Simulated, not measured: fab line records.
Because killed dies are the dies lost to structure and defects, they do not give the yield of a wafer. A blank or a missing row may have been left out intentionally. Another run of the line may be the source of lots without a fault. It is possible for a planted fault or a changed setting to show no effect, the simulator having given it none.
Struck lot and sound lot, side by side :: flow rit-cmos :: 14 out of 202 route steps
Sound: wafers L656.1, L656.2, L656.6. Wafers L662.1, L662.4, L662.6 were the ones struck. The cause is named last.
Each step with rows lists, per side, the tool, then ch with its chambers, then its first start. Under that, the readings that differ: sound wafers :: struck wafers :: difference of the means :: sigmas: that difference in standard deviations of wafers without a fault.
alike: same words and numbers on both sides, and readings whose means sit less than 2 such deviations apart. not compared: any withheld reading, any reading some wafer has no value for, any bound like >300 that may hide the same value, and any number with overlapping values for which the record gives no deviation.
Wherever a step has rows on one side only, a row that says differs or no value, or a row with sigmas, the two part there. Numbers that don't overlap but have no deviation are shown without sigmas and don't part them. Lack of a reading on every wafer of one side parts them only where that side has two or more wafers.

first, 2 steps without rows for these wafers: RIT_ACTIVE_CLEAN_17 (cleans in SC2, time 600 s); RIT_FOX1_OXIDATION_00 (target thk 350.7 nm, ox time 1130 s).
RIT_FOX1_THK_MEAS_01:
  sound on film-metro-04 at day 2 15:44; struck on film-metro-04 at day 3 22:55
  alike: FOX1_OXIDE_THK
then, 2 steps without rows for these wafers: RIT_FOX1_WET_ETCH_02 (etches SiO2 in BOE, target depth 350 nm, time 390 s); RIT_FOX2_OXIDATION_00 (target thk 350.7 nm, ox time 1158 s).
RIT_FOX2_THK_MEAS_01:
  sound on film-metro-03 at day 2 17:14; struck on film-metro-03 at day 4 03:14
  alike: FOX2_OXIDE_THK
then, 2 steps without rows for these wafers: RIT_FOX2_CLEAN_02 (cleans in dHF, time 180 s); RIT_FOX2_WET_ETCH_03 (etches Si3N4 in H3PO4, target depth 195 nm, time 2700 s).
RIT_FOX2_THK_MEAS_90:
  sound on film-metro-04 at day 2 18:07; struck on film-metro-04 at day 4 04:07
  alike: FIELD_OXIDE_LEFT_1_THK
then, 3 steps without rows for these wafers: RIT_NWELL_HMDS_00 (prime time 60 s); RIT_NWELL_COAT_01 (resist thk 1300 nm); RIT_NWELL_SOFTBAKE_02 (time 60 s).
RIT_NWELL_EXPOSE_03: exposes mask M2, target cd 43900 nm.
  sound on iline-stepper-02 ch 0, day 2 18:38; struck on iline-stepper-01, day 4 04:45
  no value came back on the struck wafers for exposure-dose-mJ-cm2, focus-offset-nm (nm); on the sound wafers exposure-dose-mJ-cm2 reads 249.63 249.78 249.97
  alike: mask
following that, these wafers have no rows for 1 step: RIT_NWELL_PEB_04.

## WHERE THEY PART
At RIT_NWELL_EXPOSE_03 and nowhere else, as far as this record goes.

WHY: whatever the simulator had introduced
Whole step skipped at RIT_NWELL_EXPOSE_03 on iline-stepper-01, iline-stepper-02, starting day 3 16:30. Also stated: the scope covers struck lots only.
